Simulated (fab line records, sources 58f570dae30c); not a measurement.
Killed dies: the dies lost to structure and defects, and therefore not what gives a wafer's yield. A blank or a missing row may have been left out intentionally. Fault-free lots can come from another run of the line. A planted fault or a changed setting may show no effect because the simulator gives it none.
One fault through the eyes of 2 desks	flow berkeley cmos170	only its own numbers are on each desk; what lay behind them is given at the end

AT THE METROLOGY DESK
What the gauges read, lot by lot, whatever tool the lot ran on: means of the sampled wafers that have a number. The brackets show how far a lot's mean lies from the usual mean; more than 4 standard deviations puts the lot out of limits, marked OUT. Readings shown: 7 of its 11, picked as those furthest out on some lot.
Columns: A = cd nm at UCB170_M2_CD_MEAS_90, usual 699 nm; B = V2_TEOS_THK at UCB170_V2_THK_MEAS_01, usual 2004 nm; C = V2_POLISHED_THK at UCB170_V2_THK_MEAS_04, usual 990.7 nm; D = cd nm at UCB170_V2_CD_MEAS_12, usual 699.7 nm; E = cd nm at UCB170_V2_CD_MEAS_90, usual 699.9 nm; F = M3_AL_RS at UCB170_M3_RS_MEAS_02, usual 0.0322 ohm/sq; G = M3_AL_THK at UCB170_M3_THK_MEAS_03, usual 901 nm
lot	first seen here	A	B	C	D	E	F	G
L715	day 8 22:29	695	2044	990.4	698.2	698.9	0.0323	900
L720	day 9 18:19	706	2038	989.9	697.1	697.0	0.0325	893
L726	day 11 00:59	704	2040	990.7	700.4	700.5	0.0316	914
L729	day 11 13:04	699	1947	989.5	698.5	700.0	0.0326	886
L728	day 11 16:26	704	1986	991.3	700.4	700.2	0.0317	912
L732	day 12 05:28	696	1986	991.3	701.8	702.3	0.0318	914
This desk's verdict: no lot among the 6 shows anything out of limits.

AT THE TOOL OWNER'S DESK: plasma asher-01
The tool's own readings at UCB170_M2_STRIP_19 (strips in O2): means of the sampled wafers that have a number, for each lot that ran on this tool. The brackets show how far a lot's mean lies from the usual mean; more than 4 standard deviations puts the lot out of limits, marked OUT.
Columns: A = chamber pressure mTorr at UCB170_M2_STRIP_19, usual 3500 mTorr; B = drypump motor current A at UCB170_M2_STRIP_19, usual 5.7 A; C = oes product au at UCB170_M2_STRIP_19, usual 0.547 a.u.
lot	first seen here	A	B	C
L715	day 8 22:52	3500	5.8	0.534
L729	day 11 13:26	3498	5.6	0.547
L728	day 11 16:50	3500	5.8	0.558
L732	day 12 05:51	3501	5.6	0.523
This desk's verdict: no lot among the 4 shows anything out of limits.

BROUGHT TOGETHER
From the metrology desk's view, nothing was out of limits.
Nothing out of limits was seen by the tool owner's desk.

WHAT HAD BEEN PUT IN BY THE SIMULATOR
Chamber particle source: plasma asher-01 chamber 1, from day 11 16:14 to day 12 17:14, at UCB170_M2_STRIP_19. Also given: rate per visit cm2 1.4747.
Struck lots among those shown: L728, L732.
